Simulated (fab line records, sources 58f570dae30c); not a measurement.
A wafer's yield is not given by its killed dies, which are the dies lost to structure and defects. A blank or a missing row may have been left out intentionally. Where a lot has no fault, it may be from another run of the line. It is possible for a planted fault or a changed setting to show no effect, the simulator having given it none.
Which tool was responsible? / flow berkeley-cmos170 / Sampling: 14 lots, 42 wafers, 4 of 331 route steps

== WHAT THE GAUGES SHOWED, per wafer ==
UCB170_M2_THK_MEAS_03: measures by xrf.
lot=L850; measured=day 7 06:53; on=film-metro-04; M2_AL_THK (nm)=883 887 887
lot=L849; measured=day 7 07:08; on=film-metro-03; M2_AL_THK (nm)=895 890 897
lot=L851; measured=day 8 04:06; on=film-metro-01; M2_AL_THK (nm)=911 914 915
lot=L854; measured=day 8 13:15; on=film-metro-03; M2_AL_THK (nm)=905 914 914
lot=L855; measured=day 8 22:43; on=film-metro-03; M2_AL_THK (nm)=899 908 899
lot=L857; measured=day 9 12:40; on=film-metro-04; M2_AL_THK (nm)=901 893 889
lot=L858; measured=day 9 12:45; on=film-metro-01; M2_AL_THK (nm)=916 907 895
lot=L859; measured=day 10 05:11; on=film-metro-01; M2_AL_THK (nm)=900 900 910
lot=L864; measured=day 10 20:13; on=film-metro-03; M2_AL_THK (nm)=893 889 889
lot=L865; measured=day 11 00:38; on=film-metro-04; M2_AL_THK (nm)=894 901 887
lot=L867; measured=day 11 14:19; on=film-metro-03; M2_AL_THK (nm)=897 885 870
lot=L869; measured=day 11 17:56; on=film-metro-01; M2_AL_THK (nm)=907 922 918
lot=L871; measured=day 11 22:25; on=film-metro-04; M2_AL_THK (nm)=884 892 896
lot=L872; measured=day 12 02:50; on=film-metro-01; M2_AL_THK (nm)=904 919 908

UCB170_M3_RS_MEAS_02: measurement is done with a four-point probe.
lot=L850; measured=day 7 14:50; on=film-metro-04; M3_AL_RS (ohm/sq)=0.0321 0.0323 0.0322
lot=L849; measured=day 7 15:04; on=film-metro-02; M3_AL_RS (ohm/sq)=0.0326 0.0325 0.0327
lot=L851; measured=day 8 08:55; on=film-metro-04; M3_AL_RS (ohm/sq)=0.0322 0.0321 0.0323
lot=L854; measured=day 8 22:16; on=film-metro-04; M3_AL_RS (ohm/sq)=0.0319 0.0321 0.0319
lot=L855; measured=day 9 06:22; on=film-metro-04; M3_AL_RS (ohm/sq)=0.0328 0.0326 0.0325
lot=L857; measured=day 9 18:41; on=film-metro-04; M3_AL_RS (ohm/sq)=0.0327 0.0322 0.0324
lot=L858; measured=day 9 18:43; on=film-metro-02; M3_AL_RS (ohm/sq)=0.0320 0.0322 0.0326
lot=L859; measured=day 10 11:45; on=film-metro-01; M3_AL_RS (ohm/sq)=0.0320 0.0319 0.0321
lot=L864; measured=day 11 01:50; on=film-metro-04; M3_AL_RS (ohm/sq)=0.0321 0.0321 0.0323
lot=L865; measured=day 11 05:59; on=film-metro-02; M3_AL_RS (ohm/sq)=0.0323 0.0322 0.0323
lot=L867; measured=day 11 20:37; on=film-metro-02; M3_AL_RS (ohm/sq)=0.0323 0.0318 0.0320
lot=L869; measured=day 12 00:16; on=film-metro-04; M3_AL_RS (ohm/sq)=0.0321 0.0323 0.0320
lot=L871; measured=day 12 03:28; on=film-metro-02; M3_AL_RS (ohm/sq)=0.0320 0.0321 0.0315
lot=L872; measured=day 12 07:52; on=film-metro-04; M3_AL_RS (ohm/sq)=0.0320 0.0327 0.0325

UCB170_M3_CD_MEAS_15 targets a cd of 700 nm.
lot=L850; measured=day 7 17:29; on=cd-sem-02; cd-nm (nm)=697.1 697.7 698.6
lot=L849; measured=day 7 17:36; on=cd-sem-02; cd-nm (nm)=700.4 699.1 700.5
lot=L851; measured=day 8 10:48; on=cd-sem-01; cd-nm (nm)=700.8 698.2 699.8
lot=L854; measured=day 9 01:45; on=cd-sem-01; cd-nm (nm)=702.5 701.1 701.7
lot=L855; measured=day 9 08:14; on=cd-sem-02; cd-nm (nm)=696.8 697.6 697.5
lot=L857; measured=day 9 22:04; on=cd-sem-01; cd-nm (nm)=699.5 698.8 699.5
lot=L858; measured=day 9 22:07; on=cd-sem-02; cd-nm (nm)=701.9 701.4 701.8
lot=L859; measured=day 10 14:53; on=cd-sem-02; cd-nm (nm)=701.0 700.6 701.1
lot=L864; measured=day 11 03:56; on=cd-sem-02; cd-nm (nm)=699.9 700.0 700.5
lot=L865; measured=day 11 08:19; on=cd-sem-02; cd-nm (nm)=698.9 699.5 697.1
lot=L867; measured=day 11 22:43; on=cd-sem-02; cd-nm (nm)=699.3 700.1 699.9
lot=L869; measured=day 12 02:10; on=cd-sem-01; cd-nm (nm)=702.8 702.1 701.2
lot=L871; measured=day 12 05:25; on=cd-sem-02; cd-nm (nm)=700.8 699.2 700.3
lot=L872; measured=day 12 09:52; on=cd-sem-02; cd-nm (nm)=700.5 700.5 700.1

== TOOL THAT RAN EACH LOT (tool first, then ch and the chambers of the sampled wafers, then the start) ==
lot=L850; UCB170_V2_CVD_00=pecvd-01 ch 0,1,2, day 7 12:15
lot=L849; UCB170_V2_CVD_00=pecvd-03 ch 1,2, day 7 12:32
lot=L851; UCB170_V2_CVD_00=pecvd-04 ch 0,1,2, day 8 06:28
lot=L854; UCB170_V2_CVD_00=pecvd-04 ch 1,2, day 8 16:32
lot=L855; UCB170_V2_CVD_00=pecvd-03 ch 0,1, day 9 02:52
lot=L857; UCB170_V2_CVD_00=pecvd-04 ch 1,2, day 9 15:20
lot=L858; UCB170_V2_CVD_00=pecvd-01 ch 1,2, day 9 15:31
lot=L859; UCB170_V2_CVD_00=pecvd-01 ch 1,2, day 10 08:14
lot=L864; UCB170_V2_CVD_00=pecvd-04 ch 0,2, day 10 22:48
lot=L865; UCB170_V2_CVD_00=pecvd-04 ch 0,2, day 11 03:19
lot=L867; UCB170_V2_CVD_00=pecvd-03 ch 0,2, day 11 17:04
lot=L869; UCB170_V2_CVD_00=pecvd-03 ch 1,2, day 11 21:25
lot=L871; UCB170_V2_CVD_00=pecvd-03 ch 1,2, day 12 00:43
lot=L872; UCB170_V2_CVD_00=pecvd-01 ch 0,1, day 12 05:16
- UCB170_V2_CVD_00: deposits SiO2 from TEOS/O2, target thk 2000 nm, time 250 s.

== AS READ BY THE TOOLS THEMSELVES (means over the sampled wafers that have a number; for cases with no such wafer, the mark the record gives instead) ==
UCB170_V2_CVD_00.
lot=L850; tool=pecvd-01; heater-power-w (W)=260; rf-fwd-power-W (W)=548.0
lot=L849; tool=pecvd-03; heater-power-w (W)=244; rf-fwd-power-W (W)=546.2
lot=L851; tool=pecvd-04; heater-power-w (W)=220; rf-fwd-power-W (W)=547.9
lot=L854; tool=pecvd-04; heater-power-w (W)=279; rf-fwd-power-W (W)=549.1
lot=L855; tool=pecvd-03; heater-power-w (W)=228; rf-fwd-power-W (W)=549.1
lot=L857; tool=pecvd-04; heater-power-w (W)=263; rf-fwd-power-W (W)=549.8
lot=L858; tool=pecvd-01; heater-power-w (W)=246; rf-fwd-power-W (W)=550.3
lot=L859; tool=pecvd-01; heater-power-w (W)=280; rf-fwd-power-W (W)=548.1
lot=L864; tool=pecvd-04; heater-power-w (W)=243; rf-fwd-power-W (W)=548.0
lot=L865; tool=pecvd-04; heater-power-w (W)=232; rf-fwd-power-W (W)=548.2
lot=L867; tool=pecvd-03; heater-power-w (W)=214; rf-fwd-power-W (W)=547.2
lot=L869; tool=pecvd-03; heater-power-w (W)=209; rf-fwd-power-W (W)=549.0
lot=L871; tool=pecvd-03; heater-power-w (W)=246; rf-fwd-power-W (W)=550.6
lot=L872; tool=pecvd-01; heater-power-w (W)=246; rf-fwd-power-W (W)=548.4

== THE ANSWER, worked out from the rows above alone ==
Rule: what is usual is taken from the lots themselves. Put in order of their means at a reading, lots are off if they are a third of the lots or fewer, leave a main group of 4 or more, and stand apart from it by a gap of 3 or more times the standard deviation of the main group's means; of several such gaps the widest counts. A main group is skipped when, at the precision printed for the reading in the tables above, its means are all equal. A lot without any number at a reading at which 4 lots or more have one is off too. Any other lot the step has rows for is counted as sound. The gauges are gone through in route order, then the tools' own readings, and for those a lot's mean is taken as printed above. The first step at which some lot is off is used, and at that step the reading that is off furthest; a lot without a number counts as furthest.
No lot is off at any reading shown: from this, nothing can be told.

== WHAT THE SIMULATOR HAD PUT IN ==
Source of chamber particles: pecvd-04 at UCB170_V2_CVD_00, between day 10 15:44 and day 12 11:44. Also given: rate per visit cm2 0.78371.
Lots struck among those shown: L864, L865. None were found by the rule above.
